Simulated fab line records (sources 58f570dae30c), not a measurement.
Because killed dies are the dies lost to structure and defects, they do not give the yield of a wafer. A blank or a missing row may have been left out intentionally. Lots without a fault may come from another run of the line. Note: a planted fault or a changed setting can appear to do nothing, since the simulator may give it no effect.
The same fault as seen by 2 desks / flow berkeleyCmos170 / only its own numbers are on each desk; what lay behind them is given at the end

## METROLOGY DESK
Lot by lot, what the gauges showed, no matter which tool ran the lot: averages of those sampled wafers that carry a number. A lot is out of limits, marked OUT, if its mean lies more than 4 standard deviations from the usual mean; the brackets give that distance.
Columns: A = SACOX_OXIDE_THK at UCB170_SACOX_THK_MEAS_02, usual 14.37 nm; B = SCREENOX_OXIDE_THK at UCB170_SCREENOX_THK_MEAS_02, usual 14.30 nm; C = NVT_OVL at UCB170_NVT_OVL_MEAS_06, usual 1 nm
lot=L280; first seen here=day 6 05:50; A=14.25; B=14.45; C=-10
lot=L281; first seen here=day 6 21:15; A=14.46; B=14.00; C=5
lot=L287; first seen here=day 8 04:08; A=14.31; B=13.97; C=-5
lot=L288; first seen here=day 8 14:49; A=14.31; B=13.99; C=3
lot=L294; first seen here=day 9 08:58; A=14.28; B=14.36; C=3
lot=L296; first seen here=day 10 01:34; A=14.23; B=14.26; C=7
This desk's finding: nothing out of limits on any of the 6 lots.

## TOOL OWNER'S DESK, implanter-02
For each lot that ran on this tool, the mean over its sampled wafers that have a number, from the tool's own readings at UCB170_NVT_IMPLANT_07. A lot is out of limits, marked OUT, if its mean lies more than 4 standard deviations from the usual mean; the brackets give that distance.
Columns: A = beamEnergyKeV at UCB170_NVT_IMPLANT_07, usual 49.997
lot=L281; first seen here=day 7 07:51; A=50.002
lot=L287; first seen here=day 8 15:35; A=48.960 (-65) OUT
lot=L288; first seen here=day 9 01:52; A=48.982 (-63) OUT
This desk's verdict: out of limits on L287, L288, starting with L287 at day 8 15:35 (beamEnergyKeV at UCB170_NVT_IMPLANT_07). L281: within limits.

## BROUGHT TOGETHER
At day 8 15:35, on L287, L288, the tool owner's desk was in a position to raise an alarm.
Nothing out of limits was seen by the metrology desk.
The metrology desk has L287, L288 on record, within its limits.
Of the lots named, all ran UCB170_NVT_IMPLANT_07 on implanter-02.

## WHAT HAD BEEN PUT IN BY THE SIMULATOR
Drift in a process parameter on implanter-02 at UCB170_NVT_IMPLANT_07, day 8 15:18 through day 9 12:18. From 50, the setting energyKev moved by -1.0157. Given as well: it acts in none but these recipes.
Lots struck among those shown: L287, L288.
Delay in hours, fault start to first out-of-limits reading, by desk: the tool owner's desk at 0.
